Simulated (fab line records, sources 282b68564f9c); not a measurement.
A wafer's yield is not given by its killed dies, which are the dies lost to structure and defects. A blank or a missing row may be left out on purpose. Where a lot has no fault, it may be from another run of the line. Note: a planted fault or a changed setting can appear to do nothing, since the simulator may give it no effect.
The tool behind it: which one? || flow rit cmos || 36 wafers from 12 lots sampled at 5 of the route's 202 steps

== WHAT EACH GAUGE READ, for each wafer ==
RIT_ACTIVE_THK_MEAS_04.
{"lot": "L924", "measured": "day 1 13:32", "on": "film metro-03", "ACTIVE_NITRIDE_THK (nm)": "151.4 152.3 152.2"}
{"lot": "L925", "measured": "day 1 20:02", "on": "film metro-03", "ACTIVE_NITRIDE_THK (nm)": "151.0 150.9 151.1"}
{"lot": "L926", "measured": "day 2 00:10", "on": "film metro-03", "ACTIVE_NITRIDE_THK (nm)": "147.6 148.0 147.5"}
{"lot": "L927", "measured": "day 2 04:57", "on": "film metro-01", "ACTIVE_NITRIDE_THK (nm)": "148.9 148.6 149.1"}
{"lot": "L928", "measured": "day 2 10:32", "on": "film metro-01", "ACTIVE_NITRIDE_THK (nm)": "150.2 151.7 150.4"}
{"lot": "L929", "measured": "day 2 14:32", "on": "film metro-01", "ACTIVE_NITRIDE_THK (nm)": "150.8 152.0 151.9"}
{"lot": "L930", "measured": "day 2 20:48", "on": "film metro-03", "ACTIVE_NITRIDE_THK (nm)": "150.1 149.7 148.6"}
{"lot": "L933", "measured": "day 3 11:16", "on": "film metro-02", "ACTIVE_NITRIDE_THK (nm)": "114.3 115.4 116.2"}
{"lot": "L937", "measured": "day 4 08:44", "on": "film metro-01", "ACTIVE_NITRIDE_THK (nm)": "115.2 115.6 115.5"}
{"lot": "L940", "measured": "day 4 21:43", "on": "film metro-03", "ACTIVE_NITRIDE_THK (nm)": "149.7 149.2 149.0"}
{"lot": "L945", "measured": "day 5 23:25", "on": "film metro-02", "ACTIVE_NITRIDE_THK (nm)": "151.2 152.2 151.4"}
{"lot": "L947", "measured": "day 6 09:19", "on": "film metro-03", "ACTIVE_NITRIDE_THK (nm)": "152.3 151.5 152.5"}

RIT_FOX2_THK_MEAS_90.
{"lot": "L924", "measured": "day 1 21:31", "on": "film metro-04", "FIELD_OXIDE_LEFT_1_THK (nm)": "329 329 334"}
{"lot": "L925", "measured": "day 2 02:25", "on": "film metro-04", "FIELD_OXIDE_LEFT_1_THK (nm)": "321 322 318"}
{"lot": "L926", "measured": "day 2 09:05", "on": "film metro-04", "FIELD_OXIDE_LEFT_1_THK (nm)": "331 335 332"}
{"lot": "L927", "measured": "day 2 11:16", "on": "film metro-04", "FIELD_OXIDE_LEFT_1_THK (nm)": "319 321 323"}
{"lot": "L928", "measured": "day 2 16:45", "on": "film metro-04", "FIELD_OXIDE_LEFT_1_THK (nm)": "316 324 315"}
{"lot": "L929", "measured": "day 2 23:01", "on": "film metro-01", "FIELD_OXIDE_LEFT_1_THK (nm)": "325 322 321"}
{"lot": "L930", "measured": "day 3 03:39", "on": "film metro-04", "FIELD_OXIDE_LEFT_1_THK (nm)": "328 328 328"}
{"lot": "L933", "measured": "day 3 17:25", "on": "film metro-03", "FIELD_OXIDE_LEFT_1_THK (nm)": "328 327 326"}
{"lot": "L937", "measured": "day 4 14:25", "on": "film metro-01", "FIELD_OXIDE_LEFT_1_THK (nm)": "319 320 321"}
{"lot": "L940", "measured": "day 5 03:59", "on": "film metro-01", "FIELD_OXIDE_LEFT_1_THK (nm)": "326 329 326"}
{"lot": "L945", "measured": "day 6 06:50", "on": "film metro-01", "FIELD_OXIDE_LEFT_1_THK (nm)": "323 334 323"}
{"lot": "L947", "measured": "day 6 16:21", "on": "film metro-03", "FIELD_OXIDE_LEFT_1_THK (nm)": "326 329 328"}

RIT_SILICIDE_RS_MEAS_02: measurement is done with a four-point probe.
{"lot": "L924", "measured": "day 3 04:23", "on": "film metro-04", "SILICIDE_TI_RS (ohm/sq)": "48.2 47.9 46.1"}
{"lot": "L925", "measured": "day 3 11:31", "on": "film metro-01", "SILICIDE_TI_RS (ohm/sq)": "49.1 48.8 47.4"}
{"lot": "L926", "measured": "day 3 17:20", "on": "film metro-01", "SILICIDE_TI_RS (ohm/sq)": "47.8 48.6 48.3"}
{"lot": "L927", "measured": "day 3 19:20", "on": "film metro-01", "SILICIDE_TI_RS (ohm/sq)": "49.1 49.3 49.5"}
{"lot": "L928", "measured": "day 4 03:42", "on": "film metro-04", "SILICIDE_TI_RS (ohm/sq)": "49.1 48.0 47.8"}
{"lot": "L929", "measured": "day 4 05:53", "on": "film metro-04", "SILICIDE_TI_RS (ohm/sq)": "46.9 48.5 48.4"}
{"lot": "L930", "measured": "day 4 14:48", "on": "film metro-04", "SILICIDE_TI_RS (ohm/sq)": "48.8 48.9 47.9"}
{"lot": "L933", "measured": "day 5 02:33", "on": "film metro-03", "SILICIDE_TI_RS (ohm/sq)": "48.4 47.5 48.3"}
{"lot": "L937", "measured": "day 5 22:47", "on": "film metro-03", "SILICIDE_TI_RS (ohm/sq)": "47.4 47.9 47.4"}
{"lot": "L940", "measured": "day 6 13:15", "on": "film metro-03", "SILICIDE_TI_RS (ohm/sq)": "47.5 48.7 48.9"}
{"lot": "L945", "measured": "day 7 15:17", "on": "film metro-04", "SILICIDE_TI_RS (ohm/sq)": "47.2 48.8 47.9"}
{"lot": "L947", "measured": "day 7 22:55", "on": "film metro-04", "SILICIDE_TI_RS (ohm/sq)": "47.4 47.1 47.1"}

== TOOL THAT RAN EACH LOT (tool first, then ch and the chambers of the sampled wafers, then the start) ==
{"lot": "L924", "RIT_ACTIVE_CVD_03": "lpcvd-02 ch 0, day 1 12:07", "RIT_ACTIVE_ETCH_13": "rie diel-01 ch 0,3, day 1 14:50"}
{"lot": "L925", "RIT_ACTIVE_CVD_03": "lpcvd-01 ch 1, day 1 18:36", "RIT_ACTIVE_ETCH_13": "rie diel-01 ch 0,1,2, day 1 21:12"}
{"lot": "L926", "RIT_ACTIVE_CVD_03": "lpcvd-02 ch 1, day 1 22:44", "RIT_ACTIVE_ETCH_13": "rie diel-01 ch 0,1, day 2 01:20"}
{"lot": "L927", "RIT_ACTIVE_CVD_03": "lpcvd-02 ch 1, day 2 03:31", "RIT_ACTIVE_ETCH_13": "rie diel-01 ch 1,3, day 2 06:16"}
{"lot": "L928", "RIT_ACTIVE_CVD_03": "lpcvd-01 ch 0, day 2 09:05", "RIT_ACTIVE_ETCH_13": "rie diel-03 ch 1,2, day 2 11:44"}
{"lot": "L929", "RIT_ACTIVE_CVD_03": "lpcvd-01 ch 1, day 2 13:07", "RIT_ACTIVE_ETCH_13": "rie diel-02 ch 0,2,3, day 2 15:52"}
{"lot": "L930", "RIT_ACTIVE_CVD_03": "lpcvd-01 ch 1, day 2 19:23", "RIT_ACTIVE_ETCH_13": "rie diel-02 ch 0,2,3, day 2 22:16"}
{"lot": "L933", "RIT_ACTIVE_CVD_03": "lpcvd-02 ch 1, day 3 09:50", "RIT_ACTIVE_ETCH_13": "rie diel-03 ch 1,2, day 3 12:34"}
{"lot": "L937", "RIT_ACTIVE_CVD_03": "lpcvd-02 ch 0, day 4 07:19", "RIT_ACTIVE_ETCH_13": "rie diel-03 ch 0,1,3, day 4 09:55"}
{"lot": "L940", "RIT_ACTIVE_CVD_03": "lpcvd-01 ch 1, day 4 20:17", "RIT_ACTIVE_ETCH_13": "rie diel-03 ch 1,3, day 4 22:59"}
{"lot": "L945", "RIT_ACTIVE_CVD_03": "lpcvd-01 ch 1, day 5 21:59", "RIT_ACTIVE_ETCH_13": "rie diel-02 ch 0,3, day 6 00:35"}
{"lot": "L947", "RIT_ACTIVE_CVD_03": "lpcvd-01 ch 0, day 6 07:52", "RIT_ACTIVE_ETCH_13": "rie diel-02 ch 0,2,3, day 6 10:45"}
- RIT_ACTIVE_CVD_03: deposits Si3N4 from SiH2Cl2/NH3, target thk 150 nm, time 1500 s.
- RIT_ACTIVE_ETCH_13: etches Si3N4 in SF6, stops on SiO2, time 210 s, target depth 210 nm.

== WHAT THE TOOLS THEMSELVES READ (means of the sampled wafers that have a number; where no wafer has one, the mark that the record gives instead) ==
RIT_ACTIVE_ETCH_13.
{"lot": "L924", "tool": "rie diel-01", "drypump motor current A (A)": 5.51, "oes product au (a.u.)": 0.826, "throttle valve pct (%)": 7.51}
{"lot": "L925", "tool": "rie diel-01", "drypump motor current A (A)": 5.75, "oes product au (a.u.)": 0.836, "throttle valve pct (%)": 7.47}
{"lot": "L926", "tool": "rie diel-01", "drypump motor current A (A)": 5.53, "oes product au (a.u.)": 0.829, "throttle valve pct (%)": 7.35}
{"lot": "L927", "tool": "rie diel-01", "drypump motor current A (A)": 5.27, "oes product au (a.u.)": 0.822, "throttle valve pct (%)": 7.38}
{"lot": "L928", "tool": "rie diel-03", "drypump motor current A (A)": 5.29, "oes product au (a.u.)": 0.829, "throttle valve pct (%)": 7.47}
{"lot": "L929", "tool": "rie diel-02", "drypump motor current A (A)": 5.51, "oes product au (a.u.)": 0.821, "throttle valve pct (%)": 7.48}
{"lot": "L930", "tool": "rie diel-02", "drypump motor current A (A)": 5.53, "oes product au (a.u.)": 0.812, "throttle valve pct (%)": 7.48}
{"lot": "L933", "tool": "rie diel-03", "drypump motor current A (A)": 5.24, "oes product au (a.u.)": 0.721, "throttle valve pct (%)": 7.52}
{"lot": "L937", "tool": "rie diel-03", "drypump motor current A (A)": 5.55, "oes product au (a.u.)": 0.719, "throttle valve pct (%)": 7.58}
{"lot": "L940", "tool": "rie diel-03", "drypump motor current A (A)": 5.49, "oes product au (a.u.)": 0.818, "throttle valve pct (%)": 7.64}
{"lot": "L945", "tool": "rie diel-02", "drypump motor current A (A)": 5.57, "oes product au (a.u.)": 0.824, "throttle valve pct (%)": 7.52}
{"lot": "L947", "tool": "rie diel-02", "drypump motor current A (A)": 5.54, "oes product au (a.u.)": 0.819, "throttle valve pct (%)": 7.47}

== THE ANSWER, worked out from the rows above alone ==
Rule: the lots themselves supply what counts as usual. The widest of any qualifying gaps counts: lots, ordered by their means at a reading, are off when they make up no more than a third of the lots, leave a main group of 4 or more, and stand apart from it by 3 or more times the standard deviation of that group's means. A main group whose means are all the same, to the digits that the tables above print for the reading, isn't used. Also off: a lot with no number at a reading for which 4 or more lots have one. All remaining lots with rows at the step are treated as sound. Order of review: gauges by route order, followed by the tools' own readings, for which a lot's mean as printed above is used. At the first step where some lot is off, the reading lying furthest off is the one used; lots without a number count as furthest.
Off: L933, L937, seen at RIT_ACTIVE_THK_MEAS_04 (ACTIVE_NITRIDE_THK). Main group: mean 150.4 nm, sd 1.4.
If a tool, at a process step before that reading, ran all the lots that are off and no sound lot after the first of them, it fits. The gauges at RIT_ACTIVE_THK_MEAS_04 aren't tried: what is off there is off at RIT_ACTIVE_ETCH_13 too, on other tools, and a gauge's error can't cause that. One fits: RIT_ACTIVE_CVD_03 on lpcvd-02. Its last sound lot is L927 (day 2 03:31), its first lot that is off L933 (day 3 09:50): a fault that began between those two fits.

== WHAT THE SIMULATOR HAD PUT IN ==
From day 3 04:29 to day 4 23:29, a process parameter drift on lpcvd-02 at RIT_ACTIVE_CVD_03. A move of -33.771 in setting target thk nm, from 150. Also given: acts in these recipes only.
Struck lots among those shown: L933, L937. This agrees with what the rule above found.
